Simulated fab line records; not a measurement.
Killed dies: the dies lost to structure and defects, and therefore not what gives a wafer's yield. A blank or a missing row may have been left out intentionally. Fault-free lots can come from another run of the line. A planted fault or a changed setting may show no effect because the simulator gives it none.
Which tool did it? + flow rit cmos + 14 lots, 42 wafers sampled, at 2 steps of a route of 202

WHAT THE GAUGES SHOWED, per wafer
RIT_PWELL_TW_MEAS_10.
| lot  | measured    | on            | PWELL_TW    |
|------|-------------|---------------|-------------|
| L945 | day 2 15:01 | film metro-02 | 955 952 957 |
| L946 | day 2 19:22 | film metro-04 | 946 941 940 |
| L947 | day 3 01:32 | film metro-03 | 957 958 966 |
| L950 | day 3 14:38 | film metro-04 | 949 955 956 |
| L951 | day 3 19:40 | film metro-04 | 951 955 949 |
| L952 | day 4 02:08 | film metro-04 | 944 951 946 |
| L953 | day 4 05:22 | film metro-04 | 943 948 948 |
| L956 | day 4 21:16 | film metro-04 | 940 944 943 |
| L957 | day 5 01:43 | film metro-03 | 952 951 951 |
| L958 | day 5 07:13 | film metro-04 | 951 947 961 |
| L959 | day 5 12:28 | film metro-02 | 960 960 962 |
| L963 | day 6 08:50 | film metro-04 | 947 945 949 |
| L964 | day 6 13:21 | film metro-02 | 960 960 959 |
| L965 | day 6 17:54 | film metro-04 | 950 954 946 |

RIT_GATE_OVL_MEAS_17.
| lot  | measured    | on         | GATE_OVL (nm)  |
|------|-------------|------------|----------------|
| L945 | day 3 05:34 | overlay-01 | 0.6 1.5 1.0    |
| L946 | day 3 09:00 | overlay-01 | 3.0 0.4 1.3    |
| L947 | day 3 15:37 | overlay-01 | 2.2 -0.2 2.7   |
| L950 | day 4 05:21 | overlay-02 | 2.8 4.0 1.1    |
| L951 | day 4 09:59 | overlay-01 | -1.1 0.6 -0.2  |
| L952 | day 4 17:05 | overlay-01 | -0.2 0.3 0.1   |
| L953 | day 4 19:49 | overlay-01 | 0.5 0.9 0.9    |
| L956 | day 5 11:34 | overlay-02 | -0.3 -1.2 -0.3 |
| L957 | day 5 16:20 | overlay-02 | 3.6 2.1 1.1    |
| L958 | day 5 23:16 | overlay-01 | -1.1 -1.4 0.0  |
| L959 | day 6 03:00 | overlay-02 | -0.8 0.8 1.6   |
| L963 | day 6 22:34 | overlay-02 | 1.4 0.5 1.5    |
| L964 | day 7 03:21 | overlay-01 | 3.4 2.6 0.4    |
| L965 | day 7 07:41 | overlay-02 | 2.7 7.0 4.1    |

WHICH TOOL RAN EACH LOT (tool, then ch and the chambers of the sampled wafers, then the start)
No process step before these readings appears in the record.

AS READ BY THE TOOLS THEMSELVES (means over the sampled wafers that have a number; for cases with no such wafer, the mark the record gives instead)
The record holds no such reading with a usual standard deviation.

THE ANSWER, worked out from the rows above alone
Rule: the usual values come from the lots themselves. The widest of any qualifying gaps counts: lots, ordered by their means at a reading, are off when they make up no more than a third of the lots, leave a main group of 4 or more, and stand apart from it by 3 or more times the standard deviation of that group's means. Not used: any main group whose means are identical at the precision the tables above print for the reading. A lot without any number at a reading at which 4 lots or more have one is off too. The other lots that the step has rows for count as sound. After the gauges, taken in route order, come the tools' own readings; for these a lot's mean is taken, as printed above. At the first step where some lot is off, the reading lying furthest off is the one used; lots without a number count as furthest.
No lot is off at any reading shown: from this, nothing can be told.

WHAT THE SIMULATOR HAD INSERTED
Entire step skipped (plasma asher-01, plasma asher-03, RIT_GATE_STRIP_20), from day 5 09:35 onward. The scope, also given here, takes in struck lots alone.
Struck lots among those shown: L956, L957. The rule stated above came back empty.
